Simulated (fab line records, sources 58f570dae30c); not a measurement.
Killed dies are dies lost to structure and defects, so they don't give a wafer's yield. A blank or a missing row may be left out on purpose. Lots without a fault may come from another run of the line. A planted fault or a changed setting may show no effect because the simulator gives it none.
A struck lot beside a sound one | flow berkeley_cmos170 | 44 steps out of a route of 331
Sound: wafers L996.2, L996.3, L996.5. Struck: wafers L106.1, L106.2, L106.6. The cause comes at the end.
At each step with rows: each side's tool, then ch and its chambers, then its first start. Under that, the readings that differ: sound wafers | struck wafers | difference of the means | sigmas: that difference in standard deviations of wafers without a fault.
alike: readings whose means differ by less than 2 such deviations, and words and numbers that are the same on both sides. not compared: withheld readings, readings that some wafer has no value for, bounds like >300 that may hide the same value, and numbers for which the record gives no deviation and whose values overlap.
The two part at a step that has a row with sigmas, a row that says differs or no value, or rows on one side only. Numbers that don't overlap but have no deviation are shown without sigmas and don't part them. A reading that every wafer of one side lacks parts them only if that side has two wafers or more.

first, 6 steps without rows for these wafers: UCB170_V1_HMDS_06 (prime time 60 s); UCB170_V1_COAT_07 (resist thk 900 nm); UCB170_V1_SOFTBAKE_08 (time 60 s); UCB170_V1_EXPOSE_09 (exposes mask VIA1, target cd 700 nm); UCB170_V1_PEB_10; UCB170_V1_DEVELOP_11 (develop time 45 s).
UCB170_V1_CD_MEAS_12: target cd 700 nm.
  sound on cd_sem-01, day 8 17:46; struck on cd_sem-01, day 11 02:14
  alike: cd_nm
UCB170_V1_OVL_MEAS_13:
  sound on overlay-01, day 8 17:52; struck on overlay-02, day 11 02:22
  alike: V1_OVL
then, 1 step without rows for these wafers: UCB170_V1_ETCH_14 (etches SiO2 in CHF3/CF4/Ar, stops on Al, target depth 1250 nm, time 291 s).
UCB170_V1_STRIP_15: strips in O2.
  sound on plasma_asher-02 ch 0, day 8 18:05; struck on plasma_asher-03 ch 0,1, day 11 02:34
  alike: drypump_motor_current_A, oes_product_au, strip_time_to_endpoint_s
  not compared: rf_hours_counter_h
UCB170_V1_CD_MEAS_90: target cd 700 nm.
  sound on cd_sem-01, day 8 18:12; struck on cd_sem-01, day 11 02:40
  alike: cd_nm
then, 1 step without rows for these wafers: UCB170_M2_PRE_CLEAN_00 (preclean etch time 60 s).
UCB170_M2_SPUTTER_01: material Al, target thk 900 nm, time 120 s.
  sound on pvd_sputter-04, day 8 18:22; struck on pvd_sputter-04, day 11 02:52
  reading                               | sound             | struck            | difference | sigmas
  model.Al_of_M2_SPUTTER_01.thk_nm (nm) | 904.9 894.5 895.6 | 482.4 480.3 482.5 | -416.6     |
  alike: throttle_valve_pct
UCB170_M2_RS_MEAS_02: measures by four-point-probe.
  sound on film_metro-04, day 8 18:28; struck on film_metro-01, day 11 02:56
  reading           | sound                | struck               | difference | sigmas
  M2_AL_RS (ohm/sq) | 0.0320 0.0324 0.0323 | 0.0607 0.0610 0.0606 | +0.0285    | +63
UCB170_M2_THK_MEAS_03: measures by xrf.
  sound on film_metro-04, day 8 18:35; struck on film_metro-01, day 11 03:04
  reading        | sound       | struck      | difference | sigmas
  M2_AL_THK (nm) | 911 895 895 | 478 480 482 | -420       | -30
then, 11 steps without rows for these wafers: UCB170_M2_HMDS_04 (prime time 60 s); UCB170_M2_COAT_05 (resist thk 900 nm); UCB170_M2_SOFTBAKE_06 (time 60 s); UCB170_M2_STRIP_07 (strips in O2); UCB170_M2_STRIP_08 (strips KrF in DMSO, time 600 s); UCB170_M2_COAT_09; UCB170_M2_COAT_10 (resist thk 900 nm); UCB170_M2_SOFTBAKE_11 (time 60 s); UCB170_M2_EXPOSE_12 (exposes mask METAL2, target cd 700 nm); UCB170_M2_PEB_13; UCB170_M2_DEVELOP_14 (develop time 45 s).
UCB170_M2_CD_MEAS_15: target cd 700 nm.
  sound on cd_sem-02, day 8 21:17; struck on cd_sem-02, day 11 05:00
  alike: cd_nm
UCB170_M2_OVL_MEAS_16:
  sound on overlay-01, day 8 21:23; struck on overlay-01, day 11 05:07
  alike: M2_OVL
UCB170_M2_ETCH_17: etches BARC in N2/H2.
  sound on rie_diel-03 ch 0,2,3, day 8 21:25; struck on rie_diel-04 ch 0,1,2, day 11 05:09
  alike: drypump_motor_current_A, oes_product_au, throttle_valve_pct
UCB170_M2_METAL_ETCH_18: etches Al in Cl2/BCl3, stops on SiO2, target depth 1170 nm, time 195 s.
  sound on rie_metal-04 ch 1, day 8 21:31; struck on rie_metal-04 ch 0,1, day 11 05:11
  reading               | sound             | struck            | difference | sigmas
  oes_product_au (a.u.) | 0.861 0.849 0.849 | 0.618 0.638 0.639 | -0.221     | -20
  alike: drypump_motor_current_A, throttle_valve_pct
  not compared: rf_hours_counter_h
UCB170_M2_STRIP_19: strips in O2.
  sound on plasma_asher-02 ch 0,1, day 8 21:50; struck on plasma_asher-04 ch 0,1, day 11 05:23
  alike: drypump_motor_current_A, oes_product_au
  not compared: rf_hours_counter_h
UCB170_M2_CD_MEAS_90: target cd 700 nm.
  sound on cd_sem-02, day 8 21:57; struck on cd_sem-01, day 11 05:29
  alike: cd_nm
UCB170_V2_CVD_00: deposits SiO2 from TEOS/O2, target thk 2000 nm, time 250 s.
  sound on pecvd-03 ch 0,1,2, day 8 22:03; struck on pecvd-03 ch 0,2, day 11 05:36
  alike: heater_power_w
UCB170_V2_THK_MEAS_01:
  sound on film_metro-04, day 8 22:13; struck on film_metro-04, day 11 05:46
  alike: V2_TEOS_THK
UCB170_V2_CMP_02: polishes SiO2.
  sound on cmp-01 ch 0,2, day 8 22:19; struck on cmp-01 ch 0,2,3, day 11 05:49
  alike: head_pressure_psi, motor_current_A
UCB170_V2_BOW_MEAS_03:
  sound on film_metro-04, day 8 22:35; struck on film_metro-03, day 11 06:07
  alike: V2_BOW
UCB170_V2_THK_MEAS_04:
  sound on film_metro-04, day 8 22:42; struck on film_metro-03, day 11 06:14
  alike: V2_POLISHED_THK
then, 5 steps without rows for these wafers: UCB170_V2_CLEAN_05 (cleans in DIW); UCB170_V2_HMDS_06 (prime time 60 s); UCB170_V2_COAT_07 (resist thk 900 nm); UCB170_V2_SOFTBAKE_08 (time 60 s); UCB170_V2_EXPOSE_09 (exposes mask VIA2, target cd 700 nm).
UCB170_V2_ETCH_14: etches SiO2 in CHF3/CF4/Ar, stops on Al, target depth 1250 nm, time 291 s.
  sound on rie_diel-04 ch 0,1, day 9 00:29; struck on rie_diel-01 ch 1,2,3, day 11 07:35
  reading                               | sound             | struck            | difference | sigmas
  model.Al_of_M2_SPUTTER_01.thk_nm (nm) | 904.5 894.1 895.1 | 482.4 480.3 482.5 | -416.2     |
  alike: cf4_flow_sccm, drypump_motor_current_A, oes_product_au, throttle_valve_pct
  not compared: rf_hours_counter_h
UCB170_M3_PROBE_99:
  the record has rows for the struck wafers here (prober-01, day 11 13:11) and none for the sound ones

WHERE THEY PART
First at UCB170_M2_RS_MEAS_02; last, within this record, at UCB170_M3_PROBE_99.

WHY: what the simulator had put in
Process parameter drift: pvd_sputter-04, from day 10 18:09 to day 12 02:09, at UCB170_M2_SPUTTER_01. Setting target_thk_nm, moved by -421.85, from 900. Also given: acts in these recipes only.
